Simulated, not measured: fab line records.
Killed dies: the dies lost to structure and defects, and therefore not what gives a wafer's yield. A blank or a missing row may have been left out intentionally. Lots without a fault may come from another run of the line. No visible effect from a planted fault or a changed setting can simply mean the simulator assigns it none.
Split-lot experiment | flow berkeley cmos170 | on a route of 331 steps: 5 lots, 23 wafers read

== ABOUT THE SPLIT ==
At UCB170_PLDD_IMPLANT_09, the setting energy kev was moved away from the recipe's 10 on 10 of the 23 wafers read, by -4.8% to +5.7%. This setting was run at the recipe's value on the other wafers.

Reading taken at the split's own step.

== THE READING ==
In nm, at UCB170_PLDD_IMPLANT_09: implant.drp nm, which is the simulator's own figure and was read by no gauge. There is no usual value for it anywhere in the file.

wafer  | tool, chamber at the split | energy kev as run | against the recipe | implant.drp nm, nm | against lot-mates on the recipe
L076.1 | implanter-04, 0            | 10.57             | +5.7%              | 6.24               | +0.235
L076.6 | implanter-04, 0            | 10.57             | +5.7%              | 6.24               | +0.235
L076.2 | implanter-04, 0            | 10                | recipe             | 6.005              | -
L076.4 | implanter-04, 0            | 10                | recipe             | 6.005              | -
L076.5 | implanter-04, 0            | 10                | recipe             | 6.005              | -
L079.1 | implanter-04, 0            | 10                | recipe             | 6.005              | -
L079.4 | implanter-04, 0            | 10                | recipe             | 6.005              | -
L079.6 | implanter-04, 0            | 10                | recipe             | 6.005              | -
L078.1 | implanter-02, 0            | 10                | recipe             | 6.005              | -
L078.2 | implanter-02, 0            | 10                | recipe             | 6.005              | -
L078.3 | implanter-02, 0            | 10                | recipe             | 6.005              | -
L078.5 | implanter-02, 0            | 10.23             | +2.3%              | 6.1                | +0.095
L078.6 | implanter-02, 0            | 10.23             | +2.3%              | 6.1                | +0.095
L082.2 | implanter-01, 0            | 10                | recipe             | 6.005              | -
L082.3 | implanter-01, 0            | 10                | recipe             | 6.005              | -
L082.4 | implanter-01, 0            | 9.516             | -4.8%              | 5.801              | -0.204
L082.5 | implanter-01, 0            | 9.516             | -4.8%              | 5.801              | -0.204
L082.6 | implanter-01, 0            | 9.516             | -4.8%              | 5.801              | -0.204
L084.1 | implanter-01, 0            | 10.35             | +3.5%              | 6.15               | +0.145
L084.2 | implanter-01, 0            | 10.35             | +3.5%              | 6.15               | +0.145
L084.3 | implanter-01, 0            | 10.35             | +3.5%              | 6.15               | +0.145
L084.4 | implanter-01, 0            | 10                | recipe             | 6.005              | -
L084.5 | implanter-01, 0            | 10                | recipe             | 6.005              | -

THE FIT
A straight line over all 23 wafers: implant.drp nm changes by +0.0417 nm for each +1% of energy kev; r = +1.00; the points scatter about the line by 0.001 nm.
The same after taking each lot's own level away (the mean of its wafers on the recipe; 23 wafers): +0.0417 nm for each +1%; r = +1.00; scatter 0.001 nm.
The reading moves by 0.24 nm for the largest change in energy kev, on that fit.
The lots' own levels span 6.0050 to 6.0050 nm.
So the lot-to-lot level changes the slope little: the two slopes agree.
Check: with one of the wafers moved furthest among these (+5.7%) left out of the fit, the line predicts +0.237 nm for it against its lot-mates. Against them it came out at +0.235 nm.

== THESE WAFERS: OTHER SPLITS ==
Note: prior to the reading, these wafers also went through further splits. Each is held against what the fit with the lots' levels taken away leaves over:
other split on the same wafers | wafers away from the commonest value | r with implant.drp nm (lot level and that fit taken away)
UCB170_GATE_COAT_07 spin rpm   | 8                                    | -0.08

== THE WHOLE CHAIN: every reading that the file lists as answering this split, in the file's order ==
step                   | what it does | reading                                                         | change (the file's fit)                | r (the file's)
UCB170_PLDD_IMPLANT_09 |              | implant.rp nm (the simulator's own value, which no gauge read)  | +0.0759 nm for each +1% of the setting | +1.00
UCB170_PLDD_IMPLANT_09 |              | implant.drp nm (the simulator's own value, which no gauge read) | +0.0415 nm for each +1% of the setting | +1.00

== FILE'S OWN FIT ==
implant.drp nm changes by +0.0415 nm for each +1% of energy kev, r = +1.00.
